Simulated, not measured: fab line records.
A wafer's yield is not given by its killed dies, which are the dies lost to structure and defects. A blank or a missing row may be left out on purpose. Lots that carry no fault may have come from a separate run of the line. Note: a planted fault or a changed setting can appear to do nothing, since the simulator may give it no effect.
Which tool did it? ; flow berkeleyCmos170 ; at 1 step of a route of 331, 13 lots with 39 wafers sampled

== WHAT THE GAUGES READ, wafer by wafer ==
No reading from a measuring or inspecting step in the record can be judged against a usual standard deviation.

== WHAT TOOL EACH LOT RAN ON (gives the tool, then ch and the chambers of the sampled wafers, and finally the start) ==
lot;UCB170_PFIELD_EXPOSE_03
L882;krfScanner-01 ch 0, day 4 03:26
L881;krfScanner-02 ch 0, day 4 04:01
L884;krfScanner-01 ch 0, day 4 19:47
L885;krfScanner-02 ch 0, day 5 06:15
L886;krfScanner-01 ch 0, day 5 06:31
L887;krfScanner-02 ch 0, day 5 13:58
L890;krfScanner-01 ch 0, day 6 09:23
L893;krfScanner-01 ch 0, day 6 20:14
L895;krfScanner-02 ch 0, day 7 09:16
L897;krfScanner-02 ch 0, day 7 23:29
L900;krfScanner-02 ch 0, day 8 06:32
L899;krfScanner-02 ch 0, day 8 07:04
L904;krfScanner-01 ch 0, day 9 14:35
- UCB170_PFIELD_EXPOSE_03: exposes mask PFIELD, target cd 1500 nm.

== AS READ BY THE TOOLS THEMSELVES (means over the sampled wafers that have a number; for cases with no such wafer, the mark the record gives instead) ==
UCB170_PFIELD_EXPOSE_03. Usual: focusOffsetNm reads -0.2 nm (standard deviation 0.55).
lot;tool;focusOffsetNm (nm);flag
L882;krfScanner-01;-1.1;
L881;krfScanner-02;-0.1;
L884;krfScanner-01;-1.1;
L885;krfScanner-02;-0.6;
L886;krfScanner-01;0.5;
L887;krfScanner-02;-0.4;
L890;krfScanner-01;-0.7;
L893;krfScanner-01;0.0;
L895;krfScanner-02;0.3;
L897;krfScanner-02;-0.2;
L900;krfScanner-02;0.0;
L899;krfScanner-02;0.2;
L904;krfScanner-01;0.1;

== THE ANSWER, worked out from the rows above alone ==
Rule: a lot counts as off when the mean over its wafers that have a number is more than 3 standard deviations away from the usual mean. Also off: a lot with no number at a reading for which 4 or more lots have one. All remaining lots with rows at the step are treated as sound. After the gauges, taken in route order, come the tools' own readings; for these a lot's mean is taken, as printed above. The first step at which some lot is off is used, and at that step the reading that is off furthest; a lot without a number counts as furthest.
No lot is off at any reading shown: from this, nothing can be told.

== WHAT HAD BEEN PUT IN BY THE SIMULATOR ==
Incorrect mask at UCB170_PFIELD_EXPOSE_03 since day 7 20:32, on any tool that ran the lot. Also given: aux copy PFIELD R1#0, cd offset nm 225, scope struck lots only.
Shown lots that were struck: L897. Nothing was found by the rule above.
